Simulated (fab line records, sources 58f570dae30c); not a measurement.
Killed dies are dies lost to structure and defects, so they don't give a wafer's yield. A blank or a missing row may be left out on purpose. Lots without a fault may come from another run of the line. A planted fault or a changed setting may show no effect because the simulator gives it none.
Tool commonality check | flow berkeley_cmos170 | 14 lots, 42 wafers sampled

WHY IT WAS OPENED
At UCB170_V1_THK_MEAS_01 the reading V1_TEOS_THK is flagged on 2 of 14 lots. Wafers without a fault read 1993 nm, standard deviation 23.
Rule: a lot is flagged when every wafer of it that has a number lies more than 4 standard deviations from that mean, or none has a number. The other lots count as sound.

lot  | measured     | on            | V1_TEOS_THK (nm), wafer by wafer | flag
L748 | day 7 16:36  | film_metro-03 | 1976 2004 2016                   |
L751 | day 7 16:36  | film_metro-02 | 1974 1965 2016                   |
L747 | day 7 16:37  | film_metro-04 | 1950 1990 1997                   |
L749 | day 7 16:45  | film_metro-03 | 1960 1984 1998                   |
L750 | day 7 16:46  | film_metro-04 | 1999 2046 2067                   |
L752 | day 8 05:31  | film_metro-02 | 1996 2007 2002                   |
L758 | day 9 12:38  | film_metro-03 | 2739 2724 2782                   | FLAGGED
L761 | day 10 01:53 | film_metro-02 | 2700 2776 2759                   | FLAGGED
L763 | day 10 15:14 | film_metro-03 | 1975 1949 2006                   |
L764 | day 11 02:21 | film_metro-04 | 1993 2007 2033                   |
L766 | day 11 02:22 | film_metro-02 | 1995 1991 1999                   |
L768 | day 11 05:50 | film_metro-02 | 1944 1941 1983                   |
L769 | day 12 03:40 | film_metro-04 | 1968 1996 1992                   |
L770 | day 12 15:49 | film_metro-04 | 1984 2007 1978                   |
The numbers of the flagged lots are 2747 nm on average: +754 nm against the usual, or +33 standard deviations.

WHICH TOOL RAN EACH LOT
The record holds 2 process steps before the reading, out of a route of 331 steps. In each cell: the tool, then ch and the chambers that the sampled wafers went through, then the start.
lot  | flag    | UCB170_CONTACT_STRIP_06              | UCB170_V1_CVD_00
L748 |         | plasma_asher-04 ch 0,1, day 7 08:42  | pecvd-04 ch 0,1, day 7 16:26
L751 |         | plasma_asher-03 ch 0,1, day 7 09:22  | pecvd-03 ch 0,1,2, day 7 16:26
L747 |         | plasma_asher-04 ch 0,1, day 7 09:22  | pecvd-02 ch 0,1, day 7 16:26
L749 |         | plasma_asher-04 ch 0,1, day 7 10:37  | pecvd-03 ch 0,1, day 7 16:36
L750 |         | plasma_asher-01 ch 0,1, day 7 10:29  | pecvd-04 ch 0,1, day 7 16:36
L752 |         | plasma_asher-03 ch 0,1, day 7 22:19  | pecvd-03 ch 0,1, day 8 05:21
L758 | FLAGGED | plasma_asher-01 ch 1, day 9 04:04    | pecvd-04 ch 0,2, day 9 12:24
L761 | FLAGGED | plasma_asher-03 ch 0,1, day 9 17:18  | pecvd-04 ch 0,1, day 10 01:42
L763 |         | plasma_asher-01 ch 0, day 10 05:56   | pecvd-02 ch 0,1,2, day 10 15:04
L764 |         | plasma_asher-01 ch 0,1, day 10 17:27 | pecvd-03 ch 0,1,2, day 11 02:12
L766 |         | plasma_asher-04 ch 0,1, day 10 17:01 | pecvd-02 ch 1,2, day 11 02:12
L768 |         | plasma_asher-03 ch 0,1, day 10 21:22 | pecvd-02 ch 1,2, day 11 05:40
L769 |         | plasma_asher-01 ch 0,1, day 11 20:04 | pecvd-02 ch 0,1,2, day 12 03:31
L770 |         | plasma_asher-03 ch 0,1, day 12 06:20 | pecvd-03 ch 0,1, day 12 15:38
What these steps do:
- UCB170_CONTACT_STRIP_06: strips in O2.
- UCB170_V1_CVD_00: deposits SiO2 from TEOS/O2, target thk 2000 nm, time 250 s.
- UCB170_V1_THK_MEAS_01

FLAGGED OVER TOTAL, TOOL BY TOOL (the gauges that took the reading come last)
step                    | tool            | lots run | flagged | share of the flagged lots | sound lots run after its first flagged lot
UCB170_CONTACT_STRIP_06 | plasma_asher-01 | 5        | 1       | some                      | 3 (L763,L764,L769)
UCB170_CONTACT_STRIP_06 | plasma_asher-03 | 5        | 1       | some                      | 2 (L768,L770)
UCB170_CONTACT_STRIP_06 | plasma_asher-04 | 4        | 0       | none                      | -
UCB170_V1_CVD_00        | pecvd-02        | 5        | 0       | none                      | -
UCB170_V1_CVD_00        | pecvd-03        | 5        | 0       | none                      | -
UCB170_V1_CVD_00        | pecvd-04        | 4        | 2       | all                       | 0
UCB170_V1_THK_MEAS_01   | film_metro-02   | 5        | 1       | some                      | 2 (L766,L768)
UCB170_V1_THK_MEAS_01   | film_metro-03   | 4        | 1       | some                      | 1 (L763)
UCB170_V1_THK_MEAS_01   | film_metro-04   | 5        | 0       | none                      | -

WHAT THE TABLE ALLOWS
1 row of the table ran every flagged lot: pecvd-04 at UCB170_V1_CVD_00.
- pecvd-04 at UCB170_V1_CVD_00: 2 of its 4 lots flagged. Its last sound lot is L750 (day 7 16:36), its first flagged lot L758 (day 9 12:24): a fault that began between those two fits. Its own readings lie more than 4 standard deviations out on every wafer of the flagged lots: run_length_s.
One tool is left: pecvd-04 at UCB170_V1_CVD_00.

WHAT THE SIMULATOR HAD PUT IN
Process parameter drift: pecvd-04, from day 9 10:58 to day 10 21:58, at UCB170_V1_CVD_00. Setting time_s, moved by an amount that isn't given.
Lots struck among those shown: L758, L761. The rule above found the same.
